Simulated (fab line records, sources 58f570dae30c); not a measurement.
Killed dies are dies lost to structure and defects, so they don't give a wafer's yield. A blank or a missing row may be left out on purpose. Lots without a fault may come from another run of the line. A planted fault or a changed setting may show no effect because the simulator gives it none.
Split-lot experiment | flow berkeley_cmos170 | 5 lots, 23 wafers read, on a route of 331 steps

THE SPLIT
At UCB170_BACKSIDE_COAT_01 (resist thk 900 nm), the setting resist_thk_nm was moved away from the recipe's 900 nm on 4 of the 23 wafers read, by -3.0% to +4.3%. The other wafers ran this setting at the recipe's value.

The reading is taken at the split's own step.

THE READING
KrF_of_BACKSIDE_COAT_01.thk_nm (the simulator's own value, which no gauge read), in nm, at UCB170_BACKSIDE_COAT_01 (resist thk 900 nm). The file gives no usual value for it. The 19 wafers here that ran the recipe average 902.3 nm, standard deviation 2.3 nm.

wafer  | tool, chamber at the split | resist_thk_nm as run, nm | against the recipe | KrF_of_BACKSIDE_COAT_01.thk_nm, nm | against lot-mates on the recipe
L074.1 | litho_track-01, 0          | 900                      | recipe             | 904.9                              | -
L074.2 | litho_track-01, 0          | 938.6                    | +4.3%              | 941.8                              | +37.4
L074.3 | litho_track-01, 0          | 900                      | recipe             | 902.7                              | -
L074.4 | litho_track-01, 0          | 938.6                    | +4.3%              | 944.2                              | +39.8
L074.6 | litho_track-01, 0          | 900                      | recipe             | 905.5                              | -
L075.2 | litho_track-01, 0          | 900                      | recipe             | 900.3                              | -
L075.4 | litho_track-01, 0          | 900                      | recipe             | 900.7                              | -
L075.5 | litho_track-01, 0          | 900                      | recipe             | 897.6                              | -
L080.1 | litho_track-02, 0          | 900                      | recipe             | 899.2                              | -
L080.3 | litho_track-02, 0          | 900                      | recipe             | 900.1                              | -
L080.4 | litho_track-02, 0          | 900                      | recipe             | 901.8                              | -
L080.5 | litho_track-02, 0          | 900                      | recipe             | 901                                | -
L080.6 | litho_track-02, 0          | 900                      | recipe             | 899.4                              | -
L076.1 | litho_track-03, 0          | 900                      | recipe             | 902.3                              | -
L076.2 | litho_track-03, 0          | 900                      | recipe             | 904                                | -
L076.4 | litho_track-03, 0          | 872.9                    | -3.0%              | 875.9                              | -27.4
L076.5 | litho_track-03, 0          | 872.9                    | -3.0%              | 876.6                              | -26.7
L076.6 | litho_track-03, 0          | 900                      | recipe             | 903.7                              | -
L085.1 | litho_track-03, 0          | 900                      | recipe             | 902.9                              | -
L085.2 | litho_track-03, 0          | 900                      | recipe             | 902.3                              | -
L085.4 | litho_track-03, 0          | 900                      | recipe             | 905.7                              | -
L085.5 | litho_track-03, 0          | 900                      | recipe             | 904.8                              | -
L085.6 | litho_track-03, 0          | 900                      | recipe             | 904.4                              | -

THE FIT
A straight line over all 23 wafers: KrF_of_BACKSIDE_COAT_01.thk_nm changes by +9.2 nm for each +1% of resist_thk_nm; r = +0.99; the points scatter about the line by 2.3 nm.
The same after taking each lot's own level away (the mean of its wafers on the recipe; 23 wafers): +9 nm for each +1%; r = +1.00; scatter 1.1 nm.
On that fit, the largest move of resist_thk_nm shifts the reading by 39 nm.
The lots' own levels span 899.53 to 904.37 nm, that is 2.1 times the standard deviation above.
So the lot-to-lot level changes the slope little: the two slopes agree.
Check: with one of the wafers moved furthest among these (+4.3%) left out of the fit, the line predicts +39.3 nm for it against its lot-mates. It came out at +37.4 nm against them.

OTHER SPLITS ON THESE WAFERS
These wafers also went through other splits before the reading. Each is held against what the fit with the lots' levels taken away leaves over:
other split on the same wafers         | wafers away from the commonest value | r with KrF_of_BACKSIDE_COAT_01.thk_nm (lot level and that fit taken away)
UCB170_NWELL_CVD_04 sih2cl2_flow_sccm  | 15                                   | +0.00
UCB170_PWELL_ETCH_14 rf_w              | 6                                    | -0.09
UCB170_ACTIVE_CVD_05 sih2cl2_flow_sccm | 18                                   | +0.00
UCB170_ACTIVE_EXPOSE_10 dose_mj        | 7                                    | -0.04
UCB170_GATE_COAT_07 resist_thk_nm      | 10                                   | -0.22
UCB170_PLDD_IMPLANT_09 dose_cm2        | 9                                    | +0.29
UCB170_PSD_IMPLANT_08 energy_kev       | 9                                    | -0.12

THE WHOLE CHAIN: every reading that the file lists as answering this split, in the file's order
step                     | what it does      | reading                                                                         | change (the file's fit)              | r (the file's)
UCB170_BACKSIDE_COAT_01  | resist thk 900 nm | KrF_of_BACKSIDE_COAT_01.thk_nm (the simulator's own value, which no gauge read) | +9.01 nm for each +1% of the setting | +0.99
UCB170_BACKSIDE_STRIP_03 | strips in O2      | strip_time_to_endpoint_s                                                        | withheld for each +1% of the setting | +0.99

THE FILE'S OWN FIT
KrF_of_BACKSIDE_COAT_01.thk_nm changes by +9.01 nm for each +1% of resist_thk_nm, r = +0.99.
